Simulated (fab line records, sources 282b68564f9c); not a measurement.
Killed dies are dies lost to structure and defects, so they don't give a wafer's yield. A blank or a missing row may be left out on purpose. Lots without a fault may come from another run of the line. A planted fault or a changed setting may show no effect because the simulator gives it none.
Problem report in the 8D (eight disciplines) form, filled by code | flow rit_cmos | the parts of the form that need people (team, actions taken, sign-off) are left out

1. THE PROBLEM
SPACER_NITRIDE_THK at RIT_SPACER_THK_MEAS_04 reads a mean of 153.4 nm on 6 wafers of 2 lots; wafers without a fault read 249.7 nm with a standard deviation of 2.7. That is -36 standard deviations from the usual mean.
First seen on wafer L219.2, day 5 05:25, on film_metro-02. The record holds 42 wafers of 14 lots with a number at this step. Rule for "out", or "out of limits": more than 4 standard deviations from the usual mean. The other wafers with a number count as sound.

2. WHAT IT IS AND WHAT IT IS NOT
question                    | is                           | is not
which readings at this step | SPACER_NITRIDE_THK           | -
which lots                  | L219, L220                   | L208, L209, L210, L212, L213, L214, L217, L218, L226, L227, L229, L231
which wafers of those lots  | all that have a number       | -
read on which gauges        | film_metro-02, film_metro-04 | film_metro-03
when                        | from day 5 05:25             | up to then (24 sound wafers); but 12 sound wafers of L226, L227, L229, L231 came after

3. SUSPECTS, AND WHAT RULES EACH OUT
Counting: a tool at a process step up to the reading stays a suspect if it ran every lot that is out and no sound lot after the first of them.
- the gauge at RIT_SPACER_THK_MEAS_04: ruled out. The wafers that are out were read on 2 gauges (film_metro-02, film_metro-04).
- lpcvd-01 at RIT_SPACER_CVD_03 (deposits Si3N4 from SiH2Cl2/NH3, target thk 250 nm, time 3300 s): kept. It ran every lot that is out, first L219 (day 5 03:29), and no sound lot after that; its last sound lot up to then is L214 (day 4 03:05).
Left after counting: lpcvd-01 at RIT_SPACER_CVD_03.

4. THE CAUSE (what the simulator had put in)
Process parameter drift: lpcvd-01, from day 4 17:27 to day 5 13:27, at RIT_SPACER_CVD_03. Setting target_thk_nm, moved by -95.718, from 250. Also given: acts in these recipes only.
Counting left only this tool.

5. THE CHAIN OF EFFECTS, in route order
Each row: a reading whose mean over the struck wafers that have a number lies more than 3 standard deviations from the usual. Only readings for which the record gives a usual standard deviation are gone through. hours: the time from each lot's start at the first step in this table that gives one to its start at this step, as a median over the lots. sigmas: the change in usual standard deviations.
hours | step                   | reading            | usual      | on struck wafers | change | sigmas
0     | RIT_SPACER_THK_MEAS_04 | SPACER_NITRIDE_THK | 249.7 nm   | 153.4            | -96.3  | -36
0     | RIT_SPACER_ETCHBACK_05 | oes_product_au     | 0.848 a.u. | 0.609            | -0.239 | -16
The process steps in it:
- RIT_SPACER_ETCHBACK_05: etches Si3N4 in SF6/CHF3, stops on SiO2, target depth 250 nm, time 240 s.

6. WHAT WOULD HAVE CAUGHT IT SOONER
In this record the first reading out of limits at a measuring or inspecting step was taken at day 5 05:25, 12 hours after the fault began at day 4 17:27.
Of the lots that are out (2), L220 began RIT_SPACER_CVD_03 on lpcvd-01 after day 5 05:25. A hold on the tool at that time would have spared it.
